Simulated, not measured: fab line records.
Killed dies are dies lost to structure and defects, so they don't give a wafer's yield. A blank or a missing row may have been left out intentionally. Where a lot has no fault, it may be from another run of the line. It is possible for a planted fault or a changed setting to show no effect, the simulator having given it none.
One fault through the eyes of 2 desks / flow rit-cmos / each desk has only its own numbers; what lay behind them comes last

== DESK OF THE TOOL OWNER: litho-track-02 ==
At RIT_M1_SOFTBAKE_05 (time 60 s), the tool's own readings, given per lot that ran on this tool as the mean of the sampled wafers with a number. The brackets show how far a lot's mean lies from the usual mean; more than 4 standard deviations puts the lot out of limits, marked OUT.
Columns: A = heater-power-total-W at RIT_M1_SOFTBAKE_05, usual 34.56 W; B = plate-temp-C at RIT_M1_SOFTBAKE_05, usual 90.00 C
lot=L477; first seen here=day 3 20:20; A=34.53; B=90.07
lot=L485; first seen here=day 5 18:28; A=33.53 (-22) OUT; B=88.03 (-18) OUT
lot=L488; first seen here=day 6 09:11; A=33.49 (-23) OUT; B=87.96 (-19) OUT
This desk finds L485, L488 out of limits, L485 being first, at day 5 18:28 (heater-power-total-W at RIT_M1_SOFTBAKE_05). Within limits: L477.

== METROLOGY DESK ==
What the gauges read, lot by lot, whatever tool the lot ran on: means of the sampled wafers that have a number. The brackets show how far a lot's mean lies from the usual mean; more than 4 standard deviations puts the lot out of limits, marked OUT.
Columns: A = CONTACT_OVL at RIT_CONTACT_OVL_MEAS_09, usual -0.8 nm; B = cd-nm at RIT_CONTACT_CD_MEAS_90, usual 999.6 nm; C = M1_AL_RS at RIT_M1_RS_MEAS_01, usual 0.0737 ohm/sq; D = M1_AL_THK at RIT_M1_THK_MEAS_02, usual 394 nm; E = cd-nm at RIT_M1_CD_MEAS_09, usual 2599.3 nm
lot=L477; first seen here=day 3 18:20; A=-2.5; B=999.5; C=0.0734; D=395; E=2599.2
lot=L479; first seen here=day 4 09:49; A=-1.2; B=998.1; C=0.0747; D=391; E=2603.3
lot=L485; first seen here=day 5 16:38; A=-0.4; B=1000.8; C=0.0735; D=391; E=2600.1
lot=L488; first seen here=day 6 07:21; A=-0.0; B=997.9; C=0.0746; D=394; E=2599.2
lot=L494; first seen here=day 7 13:14; A=1.0; B=999.4; C=0.0739; D=392; E=2599.3
lot=L497; first seen here=day 8 04:10; A=-1.1; B=1000.7; C=0.0722; D=402; E=2597.4
Result from this desk: across the 6 lots, nothing is out of limits.

== ALL TOGETHER ==
On L485, L488, at day 5 18:28, an alarm was possible from the tool owner's desk.
Metrology desk: nothing out of limits seen.
The metrology desk holds a record of L485, L488, inside its limits.
The lots listed all ran RIT_M1_SOFTBAKE_05 on litho-track-02.

== WHAT HAD BEEN PUT IN BY THE SIMULATOR ==
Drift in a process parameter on litho-track-02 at RIT_M1_SOFTBAKE_05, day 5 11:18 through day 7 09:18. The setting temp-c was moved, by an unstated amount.
Shown lots that were struck: L485, L488.
Hours from the fault's start to each desk's first reading out of limits: the tool owner's desk, 7.
